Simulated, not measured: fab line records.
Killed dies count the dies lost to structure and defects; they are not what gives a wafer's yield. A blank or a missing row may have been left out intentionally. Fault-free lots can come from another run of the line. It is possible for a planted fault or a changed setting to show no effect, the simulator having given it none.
Comparing a struck lot with a sound one + flow rit cmos + 40 steps out of a route of 202
Sound: wafers L648.4, L648.5, L648.6. Wafers L643.1, L643.4, L643.6 were the ones struck. The cause comes at the end.
At each step with rows: each side's tool, then ch and its chambers, then its first start. Under that, the readings that differ: sound wafers + struck wafers + difference of the means + sigmas: that difference in standard deviations of wafers without a fault.
alike: readings with means less than 2 such deviations apart, plus words and numbers identical on both sides. not compared: withheld readings, readings lacking a value on some wafer, bounds such as >300 that could conceal the same value, and numbers that have no deviation in the record and whose values overlap.
The two part at a step that has a row with sigmas, a row that says differs or no value, or rows on one side only. Non-overlapping numbers with no deviation appear without sigmas and do not part them. A reading that every wafer of one side lacks parts them only if that side has two wafers or more.

first, 1 step without rows for these wafers: RIT_NWELL_IMPLANT_08.
RIT_NWELL_STRIP_09: strips in O2, time 180 s.
  sound on plasma asher-04 ch 0,1, day 6 18:31; struck on plasma asher-01 ch 0,1, day 6 01:48
  alike: chamber pressure mTorr, drypump motor current A
  not compared: rf hours counter h
RIT_NWELL_TW_MEAS_10:
  struck on film metro-04, day 6 01:58; sound on film metro-03, day 6 18:40
  alike: NWELL_TW
then, 6 steps without rows for these wafers: RIT_PWELL_HMDS_00 (prime time 60 s); RIT_PWELL_COAT_01 (resist thk 1300 nm); RIT_PWELL_SOFTBAKE_02 (time 60 s); RIT_PWELL_EXPOSE_03 (exposes mask M3, target cd 43700 nm); RIT_PWELL_PEB_04; RIT_PWELL_DEVELOP_05 (develop time 68 s).
RIT_PWELL_OVL_MEAS_06:
  struck on overlay-02, day 6 03:02; sound on overlay-02, day 6 19:35
  alike: PWELL_OVL
then, 2 steps without rows for these wafers: RIT_PWELL_HARDBAKE_07 (time 120 s); RIT_PWELL_IMPLANT_08.
RIT_PWELL_STRIP_09: strips in O2, time 180 s.
  sound on plasma asher-01 ch 0,1, day 6 20:05; struck on plasma asher-03 ch 0,1, day 6 03:28
  no value came back on the struck wafers for chamber pressure mTorr (mTorr), drypump motor current A (A); on the sound wafers chamber pressure mTorr (mTorr) reads 3998 4020 3998
| reading                                    | sound | struck         | difference | sigmas |
|--------------------------------------------|-------|----------------|------------|--------|
| model.NOVOLAK_of_PWELL_COAT_01.thk nm (nm) | 0 0 0 | 1135 1137 1134 | +1135      |        |
  not compared: rf hours counter h
RIT_PWELL_TW_MEAS_10:
  struck on film metro-03, day 6 03:39; sound on film metro-01, day 6 20:13
  alike: PWELL_TW
then, 1 step without rows for these wafers: RIT_WELLDRIVE_ANNEAL_00 (time 14700 s).
RIT_WELLDRIVE_RS_MEAS_01: a four-point-probe measurement.
  struck on film metro-01, day 6 11:32; sound on film metro-01, day 7 01:26
  alike: NWELL_RS
RIT_WELLDRIVE_RS_MEAS_02: a four-point-probe measurement.
  struck on film metro-01, day 6 11:39; sound on film metro-01, day 7 01:33
  alike: PWELL_RS
then, 6 steps without rows for these wafers: RIT_NRETRO_HMDS_00 (prime time 60 s); RIT_NRETRO_COAT_01 (resist thk 1300 nm); RIT_NRETRO_SOFTBAKE_02 (time 60 s); RIT_NRETRO_EXPOSE_03 (exposes mask M4, target cd 43900 nm); RIT_NRETRO_PEB_04; RIT_NRETRO_DEVELOP_05 (develop time 68 s).
RIT_NRETRO_OVL_MEAS_06:
  struck on overlay-01, day 6 12:49; sound on overlay-01, day 7 02:31
  alike: NRETRO_OVL
then, 2 steps without rows for these wafers: RIT_NRETRO_HARDBAKE_07 (time 120 s); RIT_NRETRO_IMPLANT_08.
RIT_NRETRO_STRIP_09: strips in O2, time 180 s.
  sound on plasma asher-02 ch 0,1, day 7 02:59; struck on plasma asher-03 ch 1, day 6 13:20
  alike: chamber pressure mTorr, drypump motor current A
  not compared: rf hours counter h
RIT_NRETRO_TW_MEAS_10:
  struck on film metro-02, day 6 13:31; sound on film metro-01, day 7 03:08
| reading   | sound          | struck   | difference | sigmas      |
|-----------|----------------|----------|------------|-------------|
| NRETRO_TW | 1066 1074 1068 | 30 30 30 | -1039      | -99 or more |
then, 2 steps without rows for these wafers: RIT_PRETRO_HMDS_00 (prime time 60 s); RIT_PRETRO_COAT_01 (resist thk 1300 nm).
RIT_PRETRO_SOFTBAKE_02: time 60.96 s.
  sound on litho track-02 ch 0, day 7 03:47; struck on litho track-02 ch 0, day 6 13:52
  alike: heater power total W, plate sensor t centre C, plate sensor t edge C
then, 3 steps without rows for these wafers: RIT_PRETRO_EXPOSE_03 (exposes mask M5, target cd 43700 nm); RIT_PRETRO_PEB_04; RIT_PRETRO_DEVELOP_05 (develop time 68 s).
RIT_PRETRO_OVL_MEAS_06:
  struck on overlay-01, day 6 14:27; sound on overlay-02, day 7 04:19
  alike: PRETRO_OVL
then, 2 steps without rows for these wafers: RIT_PRETRO_HARDBAKE_07 (time 120 s); RIT_PRETRO_IMPLANT_08.
RIT_PRETRO_STRIP_09: strips in O2, time 180 s.
  sound on plasma asher-03 ch 0,1, day 7 04:57; struck on plasma asher-02 ch 0,1, day 6 14:53
  alike: chamber pressure mTorr, drypump motor current A
  not compared: rf hours counter h
RIT_PRETRO_TW_MEAS_10:
  struck on film metro-03, day 6 15:04; sound on film metro-04, day 7 05:05
| reading   | sound             | struck         | difference | sigmas      |
|-----------|-------------------|----------------|------------|-------------|
| PRETRO_TW | 480.2 480.8 479.9 | 30.1 30.3 30.0 | -450.2     | -99 or more |
then, 1 step without rows for these wafers: RIT_GATE_WET_ETCH_00 (etches SiO2 in BOE, target depth 56 nm, time 60 s).

## WHERE THEY PART
First at RIT_PWELL_STRIP_09; last, within this record, at RIT_PRETRO_TW_MEAS_10.

WHY: what had been put in by the simulator
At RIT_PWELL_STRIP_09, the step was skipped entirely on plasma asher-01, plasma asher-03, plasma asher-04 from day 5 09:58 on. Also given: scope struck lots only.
